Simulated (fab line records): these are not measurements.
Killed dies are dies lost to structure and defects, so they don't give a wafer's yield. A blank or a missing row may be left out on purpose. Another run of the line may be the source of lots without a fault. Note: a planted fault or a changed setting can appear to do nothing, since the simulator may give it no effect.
Which tool was responsible? ; flow rit_cmos ; 7 lots (21 wafers sampled), 1 step of a 202-step route

WHAT THE GAUGES READ, wafer by wafer
RIT_ACTIVE_THK_MEAS_04.
lot;measured;on;ACTIVE_NITRIDE_THK (nm)
L299;day 2 05:34;film_metro-02;151.2 151.3 153.0
L301;day 2 14:52;film_metro-02;149.2 149.5 148.2
L303;day 3 01:58;film_metro-04;151.2 151.0 150.9
L306;day 3 15:32;film_metro-01;151.6 152.4 152.5
L308;day 4 02:26;film_metro-02;150.9 151.0 149.5
L310;day 4 12:34;film_metro-01;152.8 151.1 153.7
L315;day 5 12:32;film_metro-04;149.4 150.0 149.6

WHICH TOOL RAN EACH LOT (tool, then ch and the chambers of the sampled wafers, then the start)
No process step before these readings appears in the record.

THE ANSWER, worked out from the rows above alone
Rule: the usual values come from the lots themselves. The widest of any qualifying gaps counts: lots, ordered by their means at a reading, are off when they make up no more than a third of the lots, leave a main group of 4 or more, and stand apart from it by 3 or more times the standard deviation of that group's means. A main group whose means are all the same, to the digits that the tables above print for the reading, isn't used. A lot without any number at a reading at which 4 lots or more have one is off too. Where the step has rows for the other lots, those lots are counted as sound.
Nothing can be told from this: no lot is off at any reading shown.

WHAT THE SIMULATOR HAD PUT IN
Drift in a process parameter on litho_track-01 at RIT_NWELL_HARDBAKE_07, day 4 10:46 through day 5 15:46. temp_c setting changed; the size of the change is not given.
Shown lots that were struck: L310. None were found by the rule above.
